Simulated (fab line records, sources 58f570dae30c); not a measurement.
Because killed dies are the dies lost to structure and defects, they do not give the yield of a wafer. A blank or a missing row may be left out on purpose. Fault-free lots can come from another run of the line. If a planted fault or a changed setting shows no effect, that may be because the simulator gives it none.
2 desks looking at one fault	flow berkeley-cmos170	only its own numbers are on each desk; what lay behind them is given at the end

METROLOGY DESK
Lot by lot, what the gauges showed, no matter which tool ran the lot: averages of those sampled wafers that carry a number. A lot is out of limits, marked OUT, if its mean lies more than 4 standard deviations from the usual mean; the brackets give that distance.
Columns: A = FIELD_OXIDE_LEFT_1_THK at UCB170_FIELD_THK_MEAS_90, usual 444 nm; B = NVT_OVL at UCB170_NVT_OVL_MEAS_06, usual 0 nm
lot	first seen here	A	B
L502	day 4 21:47	435	4
L504	day 5 02:00	433	-4
L503	day 5 02:04	452	-2
L505	day 5 05:31	455	3
L506	day 5 05:31	434	-4
L510	day 6 11:50	453	1
L509	day 6 11:53	471	-0
L511	day 6 20:19	429	2
L512	day 6 20:19	434	4
L520	day 8 17:21	440	-3
L521	day 8 17:22	465	5
L524	day 9 18:12	437	-2
L525	day 9 18:13	435	2
This desk found nothing out of limits on any of the 13 lots.

AT THE TOOL OWNER'S DESK: krf-scanner-01
The tool's own readings at UCB170_GATE_EXPOSE_09 (exposes mask POLY, target cd 350 nm): means of the sampled wafers that have a number, for each lot that ran on this tool. A lot is out of limits, marked OUT, if its mean lies more than 4 standard deviations from the usual mean; the brackets give that distance.
Columns: A = exposure-dose-mJ-cm2 at UCB170_GATE_EXPOSE_09, usual 20.987
lot	first seen here	A
L502	day 5 22:05	20.993
L504	day 6 00:17	20.985
L505	day 6 12:04	20.948
L509	day 7 11:56	20.981
L520	day 9 23:13	20.854 (-6.3) OUT
This desk's finding: out of limits on L520; first on L520, day 9 23:13 (exposure-dose-mJ-cm2 at UCB170_GATE_EXPOSE_09). In limits: L502, L504, L505, L509.

TAKEN TOGETHER
The tool owner's desk could have raised an alarm at day 9 23:13, on L520.
At the metrology desk, nothing out of limits was observed.
The metrology desk holds a record of L520, inside its limits.
On krf-scanner-01, each named lot ran UCB170_GATE_EXPOSE_09.

WHAT THE SIMULATOR PUT IN
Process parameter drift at UCB170_GATE_EXPOSE_09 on krf-scanner-01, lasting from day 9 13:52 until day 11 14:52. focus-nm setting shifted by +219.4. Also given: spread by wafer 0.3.
Struck lots among those shown: L520.
Delay in hours, fault start to first out-of-limits reading, by desk: the tool owner's desk at 9.
